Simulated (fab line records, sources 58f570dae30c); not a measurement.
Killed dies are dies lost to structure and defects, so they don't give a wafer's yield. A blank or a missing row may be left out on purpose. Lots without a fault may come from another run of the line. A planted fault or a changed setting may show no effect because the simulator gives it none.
fab line records | flow berkeley_cmos170
record lots=15 wafers=45 last_day=12
route steps=331 shown PSD@176
lots that met no fault: from a run of the same line without faults
start_h: hours from the record's first day to the start of the lot's first wafer shown | wait_h: hours since the lot's step before | " the same as in the row above | L1.1+2: a row that stands for several wafers | - no value, or no start given | * or withheld: withheld | < > ~ a bound
route shown NAME@n: a module of which the file shows steps, and the number in the route of the first | usual: mean/standard deviation of fault-free wafers | same: alike in all rows | chamber/n: place in a boat | sites: the reading at each site | _std_site: their standard deviation | _edge_site: outer sites' mean less inner sites' | radius_mm: how far each site lies from the wafer's centre | mask NAME#n: copy n | behind: the tool/chamber that last shaped the wafer | hold: why the lot was held/for how many hours/how that ended | device: the transistor (n, p or np) that didn't switch | end of line: the same wafers' tests at the end of the route | a step without rows: its recipe alone | killed: dies lost to structure and defects at the first sort, not the wafer's yield | map: a wafer's dies, x killed, . not, _ none there
set.NAME: the setting as run; set.NAME@STEP: as run at that earlier step | model.NAME: the simulator's own value behind a step, which no gauge read
steps of the route over a sample of lots; a table a step, a row a wafer
services: from which hour (start_h, from the record's first day; less than 0 if before it) a tool's chamber was out of use, for how many hours, and why
## steps
# step UCB170_PSD_COAT_01
# recipe resist=KrF spin_rpm=1500 resist_thk_nm=900
# usual dispense_pressure_kPa=54.6/2.9
# columns lot.wafer tool chamber start_h wait_h dispense_pressure_kPa
L188.3 litho_track-01 0 156.05 0.1 58.2
L188.5 " 0 " " 58.2
L188.6 " 0 " " 58.3
L187.1 litho_track-01 0 157.92 0.1 58.3
L187.3 " 0 " " 58.2
L187.5 " 0 " " 58.2
L190.2 litho_track-01 0 181.11 0.1 58.3
L190.5 " 0 " " 58.3
L190.6 " 0 " " 58.3
L189.1 litho_track-03 0 181.24 0.1 53.0
L189.3 " 0 " " 53.0
L189.5 " 0 " " 53.0
L192.1 litho_track-01 0 192.66 0.1 58.3
L192.5 " 0 " " 58.3
L192.6 " 0 " " 58.3
L191.2 litho_track-02 0 192.79 0.1 51.8
L191.3 " 0 " " 51.7
L191.6 " 0 " " 51.8
L193.2 litho_track-01 0 194.51 0.1 58.3
L193.4 " 0 " " 58.3
L193.5 " 0 " " 58.2
L197.1 litho_track-02 0 217.03 0.1 51.7
L197.2 " 0 " " 51.8
L197.4 " 0 " " 51.7
L198.2 litho_track-03 0 217.57 0.1 53.0
L198.4 " 0 " " 53.0
L198.6 " 0 " " 52.9
L200.1 litho_track-02 0 225.40 0.1 51.8
L200.4 " 0 " " 51.8
L200.5 " 0 " " 51.8
L201.3 litho_track-02 0 241.84 0.1 51.7
L201.4 " 0 " " 51.8
L201.5 " 0 " " 51.8
L203.1 litho_track-03 0 242.05 0.1 52.9
L203.2 " 0 " " 52.9
L203.4 " 0 " " 52.9
L205.1 litho_track-03 0 254.05 0.1 53.0
L205.4 " 0 " " 53.0
L205.5 " 0 " " 53.0
L204.3 litho_track-02 0 254.12 0.1 51.8
L204.4 " 0 " " 51.8
L204.6 " 0 " " 51.8
L206.2 litho_track-01 0 264.73 0.1 58.2
L206.3 " 0 " " 58.3
L206.5 " 0 " " 58.3
# step UCB170_PSD_STRIP_09
# recipe chemistry=O2 power_w=400 pressure_mtorr=3500 platen_temp_c=withheld o2_flow_sccm=400 overash_fraction=0.5
# usual drypump_motor_current_A=5.9/0.58 oes_product_au=0.600/0.0049 strip_time_to_endpoint_s=29.40/0.071
# columns lot.wafer tool chamber start_h wait_h drypump_motor_current_A oes_product_au rf_hours_counter_h strip_time_to_endpoint_s
L188.3 plasma_asher-04 1 157.29 0.1 6.0 0.598 - 29.37
L188.5 " 1 " " 6.0 0.595 - 29.34
L188.6 " 0 " " 6.7 0.590 - 29.28
L187.1 plasma_asher-03 0 159.25 0.1 5.0 0.599 44 29.37
L187.3 " 0 " " 5.0 0.598 - 29.42
L187.5 " 1 " " 6.1 0.600 - 29.39
L190.2 plasma_asher-04 1 183.09 0.1 6.1 0.593 8 27.96
L190.5 " 1 " " 6.1 0.598 - 28.01
L190.6 " 0 " " 6.7 0.594 - 27.99
L189.1 plasma_asher-03 0 183.21 0.1 5.0 0.604 47 29.49
L189.3 " 0 " " 5.0 0.593 - 29.42
L189.5 " 1 " " 6.0 0.604 - 29.40
L192.1 plasma_asher-02 1 194.42 0.1 5.8 0.593 49 27.96
L192.5 " 1 " " 5.9 0.592 - 27.91
L192.6 " 0 " " 5.1 0.588 - 27.89
L191.2 plasma_asher-04 0 194.49 0.1 6.6 0.592 10 29.36
L191.3 " 1 " " 6.0 0.592 - 29.49
L191.6 " 0 " " 6.7 0.598 - 29.49
L193.2 plasma_asher-02 0 195.48 0.1 5.1 0.599 49 28.07
L193.4 " 1 " " 5.8 0.590 - 28.13
L193.5 " 0 " " 5.1 0.597 - 28.13
L197.1 plasma_asher-03 1 218.70 0.1 6.1 0.605 51 29.40
L197.2 " 0 " " 5.0 0.605 51 29.37
L197.4 " 1 " " 6.0 0.605 - 29.37
L198.2 plasma_asher-03 0 219.27 0.1 5.0 0.601 51 29.29
L198.4 " 1 " " 6.1 0.594 - 29.33
L198.6 " 0 " " 5.0 0.609 - 29.36
L200.1 plasma_asher-02 1 226.52 0.1 5.8 0.602 53 29.35
L200.4 " 0 " " 5.1 0.596 - 29.35
L200.5 " 1 " " 5.8 0.600 - 29.34
L201.3 plasma_asher-04 1 243.43 0.1 6.0 0.597 - 29.47
L201.4 " 0 " " 6.7 0.596 - 29.46
L201.5 " 0 " " 6.7 0.602 - 29.50
L203.1 plasma_asher-04 1 243.75 0.1 6.0 0.597 15 29.34
L203.2 " 0 " " 6.7 0.606 15 29.38
L203.4 " 1 " " 6.0 0.591 - 29.35
L205.1 plasma_asher-02 1 255.17 0.1 5.8 0.593 56 29.46
L205.4 " 0 " " 5.1 0.606 - 29.42
L205.5 " 0 " " 5.1 0.603 - 29.41
L204.3 plasma_asher-04 0 255.53 0.1 6.7 0.601 - 29.45
L204.4 " 1 " " 6.1 0.593 - 29.46
L204.6 " 0 " " 6.7 0.599 - 29.47
L206.2 plasma_asher-03 1 266.41 0.1 6.1 0.608 56 29.32
L206.3 " 0 " " 5.0 0.601 - 29.34
L206.5 " 0 " " 5.0 0.595 - 29.30
## services
# columns tool chamber start_h hours kind
plasma_asher-04 - 140.02 2.8 pm
plasma_asher-02 - 158.13 6.6 pm
plasma_asher-03 - 247.36 0.5 repair
## key
first_sign step=UCB170_PSD_STRIP_09 reading=strip_time_to_endpoint_s direction=down sigmas=20 usual=* struck=* through=*
effect none on later readings
met_at UCB170_PSD_COAT_01
struck_lots L190,L192,L193
tester_left_out L190,L192,L193
loop_trim step=UCB170_PSD_EXPOSE_03 setting=dose lots=L193
onset_between 157.92 181.11
fault kind=process_parameter_drift tool=litho_track-01 chamber=- onset_h=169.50 steps=UCB170_PSD_COAT_01 channel=resist_thk_nm offset=* shape=step end_h=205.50 acts_in=* stated=*
# tester_left_out: of these lots the tester's yield and bins aren't shown, on N5 and GAA mostly nor the transistor test; their killed dies are dies lost to structure and defects alone, not to doping, threshold or leakage, so they don't give the yield
# loop_trim: a control loop set the setting to another value than it would have without faults
